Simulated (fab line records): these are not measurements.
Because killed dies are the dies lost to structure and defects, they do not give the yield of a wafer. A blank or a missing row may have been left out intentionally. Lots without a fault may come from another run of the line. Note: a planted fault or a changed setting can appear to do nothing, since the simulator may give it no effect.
Commonality check across tools | flow berkeley_cmos170 | Sample size 14 lots and 42 wafers

## WHAT PROMPTED THE OPENING
UCB170_V2_THK_MEAS_04, reading V2_POLISHED_THK: flagged on 2 of 14 lots. No-fault wafers: 1000.2 nm, standard deviation 1.1.
Rule: a lot is flagged when every wafer of it that has a number lies more than 4 standard deviations from that mean, or none has a number. As for the other lots, they are considered sound.

lot  | measured     | on            | V2_POLISHED_THK (nm), wafer by wafer | flag
L279 | day 8 02:46  | film_metro-01 | 998.7 999.2 999.8                    |
L282 | day 8 03:30  | film_metro-01 | 999.9 999.7 1000.0                   |
L286 | day 9 04:15  | film_metro-03 | 999.8 1000.5 999.6                   |
L283 | day 9 04:51  | film_metro-02 | 1001.9 1000.7 1000.0                 |
L285 | day 9 04:58  | film_metro-01 | 999.1 1000.9 998.6                   |
L288 | day 10 04:23 | film_metro-01 | 1001.6 999.7 999.5                   |
L287 | day 10 04:41 | film_metro-02 | 999.5 1000.0 1000.0                  |
L290 | day 10 23:36 | film_metro-01 | 1001.8 1000.8 1000.0                 |
L293 | day 10 23:43 | film_metro-03 | 1001.0 1001.4 1001.0                 |
L291 | day 11 00:17 | film_metro-03 | 999.2 1001.4 1000.0                  |
L296 | day 11 13:37 | film_metro-03 | 1000.0 1001.0 1001.0                 |
L299 | day 12 04:15 | film_metro-01 | 1350.1 1348.5 1352.4                 | FLAGGED
L301 | day 12 04:48 | film_metro-01 | 1000.2 1000.5 1001.5                 |
L300 | day 12 04:58 | film_metro-03 | 1341.8 1359.8 1347.3                 | FLAGGED
Averaged over the flagged lots the numbers come to 1350.0 nm, +349.8 nm from the usual (+99 or more standard deviations).

## WHICH TOOL EACH LOT WENT THROUGH
The record holds 1 process step before the reading, out of a route of 331 steps. Every cell lists first the tool, next ch and the chambers used by the sampled wafers, and last the start.
lot  | flag    | UCB170_V2_CMP_02
L279 |         | cmp-02 ch 1,3, day 8 02:23
L282 |         | cmp-02 ch 0,1,3, day 8 03:05
L286 |         | cmp-02 ch 1,2,3, day 9 03:52
L283 |         | cmp-01 ch 1,2,3, day 9 04:34
L285 |         | cmp-02 ch 0,1, day 9 04:35
L288 |         | cmp-02 ch 0,1,2, day 10 03:58
L287 |         | cmp-02 ch 1,2,3, day 10 04:16
L290 |         | cmp-01 ch 0,1,2, day 10 23:18
L293 |         | cmp-02 ch 1,2,3, day 10 23:19
L291 |         | cmp-01 ch 0,2,3, day 10 23:51
L296 |         | cmp-01 ch 0,1,2, day 11 13:18
L299 | FLAGGED | cmp-01 ch 0,1, day 12 03:29
L301 |         | cmp-02 ch 1,2,3, day 12 04:23
L300 | FLAGGED | cmp-01 ch 0,3, day 12 04:34
What the steps here do:
- UCB170_V2_CMP_02: polishes SiO2.
- UCB170_V2_THK_MEAS_04

## FLAGGED OVER TOTAL, TOOL BY TOOL (the gauges that took the reading come last)
step                  | tool          | lots run | flagged | share of the flagged lots | sound lots run after its first flagged lot
UCB170_V2_CMP_02      | cmp-01        | 6        | 2       | all                       | 0
UCB170_V2_CMP_02      | cmp-02        | 8        | 0       | none                      | -
UCB170_V2_THK_MEAS_04 | film_metro-01 | 7        | 1       | some                      | 1 (L301)
UCB170_V2_THK_MEAS_04 | film_metro-02 | 2        | 0       | none                      | -
UCB170_V2_THK_MEAS_04 | film_metro-03 | 5        | 1       | some                      | 0

## WHAT IS ALLOWED BY THE TABLE
In the table, 1 row covers all flagged lots: cmp-01 at UCB170_V2_CMP_02.
- cmp-01 at UCB170_V2_CMP_02: 2 of its 6 lots flagged. A fault beginning between L296 (day 11 13:18), its last sound lot, and L299 (day 12 03:29), its first flagged one, fits the data.
Left over: one tool, cmp-01 at UCB170_V2_CMP_02.

## WHAT THE SIMULATOR PUT IN
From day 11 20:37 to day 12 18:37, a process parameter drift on cmp-01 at UCB170_V2_CMP_02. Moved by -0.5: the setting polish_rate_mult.
Struck lots among those shown: L299, L300. The same result came from the rule above.
